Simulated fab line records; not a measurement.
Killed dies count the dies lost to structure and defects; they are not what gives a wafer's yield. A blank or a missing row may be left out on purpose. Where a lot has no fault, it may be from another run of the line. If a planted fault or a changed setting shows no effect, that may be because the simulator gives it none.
The same fault as seen by 2 desks -- flow berkeley_cmos170 -- every desk sees just its own numbers, and what lay behind them comes last

== METROLOGY DESK ==
What the gauges read, lot by lot, whatever tool the lot ran on: means of the sampled wafers that have a number. Any lot whose mean is over 4 standard deviations away from the usual mean is out of limits and marked OUT; that distance is given in the brackets.
Columns: A = PWELL_TW at UCB170_PWELL_TW_MEAS_17, usual 378
lot,first seen here,A
L747,day 3 09:00,377
L748,day 3 09:15,382
L749,day 3 19:10,373
L751,day 4 04:37,378
L752,day 4 15:48,383
L753,day 4 16:09,378
L757,day 5 22:56,381
L756,day 5 23:11,381
L759,day 6 02:24,373
L760,day 6 02:40,361 (-5.1) OUT
L762,day 6 23:40,381
L766,day 7 00:05,382
L767,day 7 00:13,358 (-6.2) OUT
L769,day 7 08:53,376
This desk's finding: out of limits on L760, L767; first on L760, day 6 02:40 (PWELL_TW at UCB170_PWELL_TW_MEAS_17). Within limits: L747, L748, L749, L751, L752, L753, L757, L756, L759, L762, L766, L769.

== DESK OF THE TOOL OWNER: implanter-04 ==
UCB170_PWELL_IMPLANT_15, tool's own readings: per-lot mean of the sampled wafers with a number, covering each lot this tool ran. Any lot whose mean is over 4 standard deviations away from the usual mean is out of limits and marked OUT; that distance is given in the brackets.
Columns: A = dose_ions_cm2 at UCB170_PWELL_IMPLANT_15, usual 5e+12; B = faraday_current_uA at UCB170_PWELL_IMPLANT_15, usual 15.8
lot,first seen here,A,B
L748,day 3 09:01,5e+12,16.1
L751,day 4 04:22,5e+12,15.8
L753,day 4 15:54,5e+12,15.7
L757,day 5 22:40,5e+12,15.9
L756,day 5 22:58,5e+12,16.1
L760,day 6 02:25,4e+12 (-99 or more) OUT,13.3 (-8.2) OUT
L767,day 6 23:59,4e+12 (-99 or more) OUT,12.9 (-9.5) OUT
This desk's finding: out of limits on L760, L767; first on L760, day 6 02:25 (dose_ions_cm2 at UCB170_PWELL_IMPLANT_15). Within limits: L748, L751, L753, L757, L756.

== PUT TOGETHER ==
The tool owner's desk could have raised an alarm at day 6 02:25, on L760, L767.
Metrology desk: alarm possible at day 6 02:40 on L760, L767.
UCB170_PWELL_IMPLANT_15 was run on implanter-04 by each of the lots named.

== WHAT THE SIMULATOR HAD INSERTED ==
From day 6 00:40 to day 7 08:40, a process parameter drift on implanter-04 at UCB170_PWELL_IMPLANT_15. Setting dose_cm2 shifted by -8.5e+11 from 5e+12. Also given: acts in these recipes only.
Struck lots among those shown: L760, L767.
Delay (hours) between the fault's onset and each desk's first out-of-limits reading: 2 at the tool owner's desk, 2 at the metrology desk.
